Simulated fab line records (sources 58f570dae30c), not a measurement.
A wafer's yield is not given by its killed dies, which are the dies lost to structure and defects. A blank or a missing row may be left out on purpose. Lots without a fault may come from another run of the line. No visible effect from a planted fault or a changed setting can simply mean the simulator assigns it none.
Commonality check across tools -- flow berkeley_cmos170 -- 42 wafers sampled across 14 lots

REASON IT WAS OPENED
Of 14 lots, 2 have the reading NLDD_TW flagged at UCB170_NLDD_TW_MEAS_11. Wafers without a fault read 2221, standard deviation 15.
Rule: a lot is flagged in two cases, either no wafer of it has a number, or all its wafers with numbers fall more than 4 standard deviations from that mean. The other lots count as sound.

lot,measured,on,"NLDD_TW, wafer by wafer",flag
L817,day 5 19:37,film_metro-04,2218 2218 2222,
L818,day 6 00:21,film_metro-04,2213 2224 2211,
L820,day 6 21:49,film_metro-04,2205 2194 2210,
L821,day 6 22:32,film_metro-02,2248 2254 2238,
L819,day 6 22:49,film_metro-03,2221 2233 2232,
L824,day 7 04:14,film_metro-03,2216 2203 2203,
L823,day 7 04:29,film_metro-04,2214 2204 2194,
L822,day 7 04:39,film_metro-02,2254 2252 2247,
L827,day 8 03:01,film_metro-03,2210 2214 2216,
L826,day 8 03:29,film_metro-04,2224 2218 2203,
L831,day 8 22:54,film_metro-04,2215 2204 2220,
L835,day 10 07:29,film_metro-03,30 30 30,FLAGGED
L839,day 10 23:17,film_metro-03,30 30 30,FLAGGED
L840,day 10 23:47,film_metro-02,2231 2230 2237,
On average the flagged lots read 30, which is -2191 against the usual, or -99 or more standard deviations.

EACH LOT AND THE TOOL IT RAN ON
The record holds 1 process step before the reading, out of a route of 331 steps. Cell contents, in order: the tool; ch with the chambers the sampled wafers went through; the start.
lot,flag,UCB170_NLDD_DEVELOP_05
L817,,"litho_track-01 ch 0, day 5 18:00"
L818,,"litho_track-04 ch 0, day 5 23:00"
L820,,"litho_track-04 ch 0, day 6 21:00"
L821,,"litho_track-04 ch 0, day 6 21:00"
L819,,"litho_track-04 ch 0, day 6 22:00"
L824,,"litho_track-02 ch 0, day 7 03:00"
L823,,"litho_track-04 ch 0, day 7 03:00"
L822,,"litho_track-01 ch 0, day 7 03:00"
L827,,"litho_track-01 ch 0, day 8 02:00"
L826,,"litho_track-04 ch 0, day 8 02:00"
L831,,"litho_track-01 ch 0, day 8 22:00"
L835,FLAGGED,"litho_track-01 ch 0, day 10 06:00"
L839,FLAGGED,"litho_track-01 ch 0, day 10 22:00"
L840,,"litho_track-04 ch 0, day 10 22:00"
What the steps here do:
- UCB170_NLDD_DEVELOP_05: develop time 45 s.
- UCB170_NLDD_TW_MEAS_11

FLAGGED OVER TOTAL, TOOL BY TOOL (the gauges that took the reading come last)
step,tool,lots run,flagged,share of the flagged lots,sound lots run after its first flagged lot
UCB170_NLDD_DEVELOP_05,litho_track-01,6,2,all,0
UCB170_NLDD_DEVELOP_05,litho_track-02,1,0,none,-
UCB170_NLDD_DEVELOP_05,litho_track-04,7,0,none,-
UCB170_NLDD_TW_MEAS_11,film_metro-02,3,0,none,-
UCB170_NLDD_TW_MEAS_11,film_metro-03,5,2,all,0
UCB170_NLDD_TW_MEAS_11,film_metro-04,6,0,none,-

WHAT THE TABLE ALLOWS
Table rows that saw every flagged lot: 2, namely litho_track-01 at UCB170_NLDD_DEVELOP_05 and film_metro-03 at UCB170_NLDD_TW_MEAS_11.
- litho_track-01 at UCB170_NLDD_DEVELOP_05: 2 of its 6 lots flagged. A fault beginning between L831 (day 8 22:00), its last sound lot, and L835 (day 10 06:00), its first flagged one, fits the data.
- film_metro-03 at UCB170_NLDD_TW_MEAS_11: 2 of its 5 lots flagged. A fault beginning between L827 (day 8 03:01), its last sound lot, and L835 (day 10 07:29), its first flagged one, fits the data.
Because each of these 2 tools fits a fault that began at some hour, counting lots does not separate them. More lots, or a look at what each step does to the wafer, might.

WHAT THE SIMULATOR PUT IN
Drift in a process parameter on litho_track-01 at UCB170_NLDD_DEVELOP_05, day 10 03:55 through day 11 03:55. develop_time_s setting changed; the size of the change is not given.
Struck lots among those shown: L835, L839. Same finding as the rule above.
